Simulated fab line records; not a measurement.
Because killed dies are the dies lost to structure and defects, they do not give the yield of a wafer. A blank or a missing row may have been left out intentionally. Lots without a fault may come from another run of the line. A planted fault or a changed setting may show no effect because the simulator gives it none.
Which tool was responsible? | flow berkeley-cmos170 | route of 331 steps, sampled at 1 step: 10 lots, 30 wafers

== WHAT THE GAUGES SHOWED, per wafer ==
UCB170_SPACER_THK_MEAS_01.
lot  | measured     | on            | SPACER_TEOS_THK (nm)
L274 | day 6 02:07  | film-metro-04 | 377 380 378
L273 | day 6 06:01  | film-metro-01 | 373 383 378
L275 | day 6 22:14  | film-metro-04 | 375 390 389
L277 | day 7 08:59  | film-metro-01 | 371 363 376
L276 | day 7 09:43  | film-metro-02 | 381 389 379
L283 | day 7 22:05  | film-metro-01 | 377 373 378
L282 | day 8 15:48  | film-metro-02 | 369 377 374
L292 | day 10 04:00 | film-metro-02 | 376 380 386
L291 | day 10 04:13 | film-metro-01 | 380 378 379
L294 | day 10 15:56 | film-metro-04 | 371 378 379

== TOOL THAT RAN EACH LOT (tool first, then ch and the chambers of the sampled wafers, then the start) ==
The record holds no process step before these readings.

== THE ANSWER, worked out from the rows above alone ==
Rule: the usual values come from the lots themselves. Put in order of their means at a reading, lots are off if they are a third of the lots or fewer, leave a main group of 4 or more, and stand apart from it by a gap of 3 or more times the standard deviation of the main group's means; of several such gaps the widest counts. A main group whose means are all the same, to the digits that the tables above print for the reading, isn't used. A lot without any number at a reading at which 4 lots or more have one is off too. The other lots that the step has rows for count as sound.
Across all readings shown, no lot is off: no conclusion can be drawn from this.

== WHAT THE SIMULATOR HAD PUT IN ==
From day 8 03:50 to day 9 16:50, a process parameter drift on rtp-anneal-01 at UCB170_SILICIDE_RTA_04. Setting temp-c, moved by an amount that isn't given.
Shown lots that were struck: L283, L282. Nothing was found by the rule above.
